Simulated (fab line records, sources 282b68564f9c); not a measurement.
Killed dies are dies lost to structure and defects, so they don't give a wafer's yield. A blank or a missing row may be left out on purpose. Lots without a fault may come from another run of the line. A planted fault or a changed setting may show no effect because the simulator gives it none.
Which tool did it? | flow rit_cmos | 7 lots, 21 wafers sampled, at 3 steps of a route of 202

WHAT THE GAUGES READ, wafer by wafer
RIT_WELLDRIVE_RS_MEAS_01: measures by four-point-probe.
lot  | measured    | on            | NWELL_RS (ohm/sq)
L297 | day 2 09:54 | film_metro-01 | 277.5 278.4 278.4
L300 | day 2 23:39 | film_metro-01 | 277.6 277.8 278.1
L302 | day 3 10:05 | film_metro-04 | 278.6 279.0 278.9
L305 | day 4 01:02 | film_metro-01 | 277.2 277.1 276.8
L308 | day 4 16:01 | film_metro-04 | 278.6 277.7 278.9
L310 | day 5 02:09 | film_metro-01 | 262.4 263.4 262.2
L313 | day 5 18:29 | film_metro-03 | 278.7 278.9 278.8

WHICH TOOL RAN EACH LOT (tool, then ch and the chambers of the sampled wafers, then the start)
lot  | RIT_NWELL_STRIP_09                  | RIT_WELLDRIVE_ANNEAL_00
L297 | plasma_asher-04 ch 0,1, day 2 03:03 | furnace-01 ch 0, day 2 04:47
L300 | plasma_asher-04 ch 0,1, day 2 16:47 | furnace-03 ch 0, day 2 18:31
L302 | plasma_asher-04 ch 0,1, day 3 03:13 | furnace-03 ch 0, day 3 05:01
L305 | plasma_asher-02 ch 0,1, day 3 18:08 | furnace-03 ch 0, day 3 19:57
L308 | plasma_asher-04 ch 0,1, day 4 08:49 | furnace-01 ch 0, day 4 10:54
L310 | plasma_asher-02 ch 0,1, day 4 19:08 | furnace-01 ch 0, day 4 21:04
L313 | plasma_asher-01 ch 0,1, day 5 11:31 | furnace-02 ch 0, day 5 13:22
- RIT_NWELL_STRIP_09: strips in O2, time 180 s.
- RIT_WELLDRIVE_ANNEAL_00: time 14700 s.

THE ANSWER, worked out from the rows above alone
Rule: what is usual is taken from the lots themselves. Put in order of their means at a reading, lots are off if they are a third of the lots or fewer, leave a main group of 4 or more, and stand apart from it by a gap of 3 or more times the standard deviation of the main group's means; of several such gaps the widest counts. A main group whose means are all the same, to the digits that the tables above print for the reading, isn't used. A lot without any number at a reading at which 4 lots or more have one is off too. The other lots that the step has rows for count as sound.
Off: L310, at RIT_WELLDRIVE_RS_MEAS_01 (NWELL_RS). The main group: mean 278.2 ohm/sq, standard deviation 0.62.
A tool fits if, at a process step before that reading, it ran every lot that is off, and no sound lot after the first of them. The gauges at RIT_WELLDRIVE_RS_MEAS_01 are tried like those tools. Can't be told from this: 3 tools fit, plasma_asher-02 at RIT_NWELL_STRIP_09, furnace-01 at RIT_WELLDRIVE_ANNEAL_00, film_metro-01 at RIT_WELLDRIVE_RS_MEAS_01.

WHAT THE SIMULATOR HAD PUT IN
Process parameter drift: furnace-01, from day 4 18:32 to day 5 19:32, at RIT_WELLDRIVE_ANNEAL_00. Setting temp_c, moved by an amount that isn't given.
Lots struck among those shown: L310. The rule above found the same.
